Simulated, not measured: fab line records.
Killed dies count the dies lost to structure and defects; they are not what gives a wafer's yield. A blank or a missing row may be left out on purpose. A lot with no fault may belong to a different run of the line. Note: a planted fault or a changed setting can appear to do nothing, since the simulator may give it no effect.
A struck lot beside a sound one :: flow rit-cmos :: 17 steps out of a route of 202
Sound: wafers L441.1, L441.2, L441.4. The struck wafers were L452.1, L452.5, L452.6. The cause is given at the end.
Order at every step that has rows: each side's tool, ch and its chambers, its first start. Under that, the readings that differ: sound wafers :: struck wafers :: difference of the means :: sigmas: that difference in standard deviations of wafers without a fault.
alike: words and numbers the same on both sides, and readings whose means are apart by under 2 such deviations; not compared: readings that were withheld, readings missing a value for some wafer, numbers with overlapping values and no deviation given by the record, and bounds like >300 which may hide the same value.
The two part at a step that has a row with sigmas, a row that says differs or no value, or rows on one side only. When numbers do not overlap yet have no deviation, they are printed without sigmas and do not part them. A reading that every wafer of one side lacks parts them only if that side has two wafers or more.

RIT_PWELL_TW_MEAS_10:
  sound: film-metro-01 at day 2 08:28; struck: film-metro-01 at day 4 16:39
  alike: PWELL_TW
then, 1 step without rows for these wafers: RIT_WELLDRIVE_ANNEAL_00 (time 14700 s).
RIT_WELLDRIVE_RS_MEAS_01: measurement is done with a four-point probe.
  sound: film-metro-04 at day 2 13:37; struck: film-metro-04 at day 5 01:19
  alike: NWELL_RS
RIT_WELLDRIVE_RS_MEAS_02: measurement is done with a four-point probe.
  sound: film-metro-04 at day 2 13:44; struck: film-metro-04 at day 5 01:26
  alike: PWELL_RS
then, 6 steps without rows for these wafers: RIT_NRETRO_HMDS_00 (prime time 60 s); RIT_NRETRO_COAT_01 (resist thk 1288 nm); RIT_NRETRO_SOFTBAKE_02 (time 60 s); RIT_NRETRO_EXPOSE_03 (exposes mask M4, target cd 43900 nm); RIT_NRETRO_PEB_04; RIT_NRETRO_DEVELOP_05 (develop time 68 s).
RIT_NRETRO_OVL_MEAS_06:
  sound: overlay-01 at day 2 14:49; struck: overlay-01 at day 5 02:26
  alike: NRETRO_OVL
then, 1 step without rows for these wafers: RIT_NRETRO_HARDBAKE_07 (time 120 s).
RIT_NRETRO_IMPLANT_08:
  sound on implanter-03 ch 0, day 2 15:06; struck on implanter-04 ch 0, day 5 02:44
reading: dose-ions-cm2
sound: 1.0002e+13 1.0011e+13 1.0002e+13
struck: 1.3697e+13 1.3714e+13 1.3691e+13
difference: +3.6957e+12
sigmas: +99 or more

reading: faraday-current-uA
sound: 31.9 31.2 32.5
struck: 42.9 43.5 43.7
difference: +11.5
sigmas: +18
  alike: beam-on-s
RIT_NRETRO_STRIP_09: strips in O2, time 180 s.
  sound on plasma-asher-04 ch 0,1, day 2 15:15; struck on plasma-asher-03 ch 0,1, day 5 02:53
  alike: drypump-motor-current-A
  not compared: rf-hours-counter-h
RIT_NRETRO_TW_MEAS_10:
  sound: film-metro-03 at day 2 15:25; struck: film-metro-02 at day 5 03:03
reading: NRETRO_TW
sound: 1040 1047 1045
struck: 1150 1151 1149
difference: +106
sigmas: +16
then, 1 step without rows for these wafers: RIT_PRETRO_HMDS_00 (prime time 60 s).
RIT_M1_PROBE_99:
  sound: prober-02 at day 3 18:20; struck: prober-02 at day 6 06:35
reading: model.etest.pmos_0p3.r-on-ohm-um
sound: 6378 6264 6312
struck: 6765 6908 6839
difference: +519
sigmas: 

reading: model.etest.pmos-turned.r-on-ohm-um
sound: 3497 3381 3458
struck: 3648 3708 3708
difference: +243
sigmas: 

reading: model.etest.pmos_0p15.drive-ua-um
sound: 251.9 256.5 251.1
struck: 235 226.4 228.1
difference: -23
sigmas: 

reading: model.etest.pmos-turned.drive-ua-um
sound: 186.5 196.1 189.8
struck: 168.4 164.8 166.4
difference: -24.3
sigmas: 

reading: model.etest.pmos-narrow.drive-ua-um
sound: 101.5 102.1 103.2
struck: 87.11 87.13 85.89
difference: -15.56
sigmas: 

reading: model.etest.pmos_0p3.drive-ua-um
sound: 99.57 101.8 101.7
struck: 87.11 85.79 86.22
difference: -14.65
sigmas: 

reading: model.etest.well-edge-left.line-ohm-um
sound: 181 182.3 181.2
struck: 178.2 177.4 175.5
difference: -4.5
sigmas: 

reading: model.etest.well-edge-right.line-ohm-um
sound: 181 184.1 185
struck: 176 176.8 176.7
difference: -7
sigmas: 
  alike: killed-at-contacts, killed-at-front-end, killed-dies, killed-open, killed-short

== WHERE THEY PART ==
Earliest at RIT_NRETRO_IMPLANT_08; latest, in this record, at RIT_NRETRO_TW_MEAS_10. Later steps at which nothing parts them and some readings are alike: RIT_M1_PROBE_99.

WHY: whatever the simulator had introduced
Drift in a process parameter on implanter-04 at RIT_NRETRO_IMPLANT_08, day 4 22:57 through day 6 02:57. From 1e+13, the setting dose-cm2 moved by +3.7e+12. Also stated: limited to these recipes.
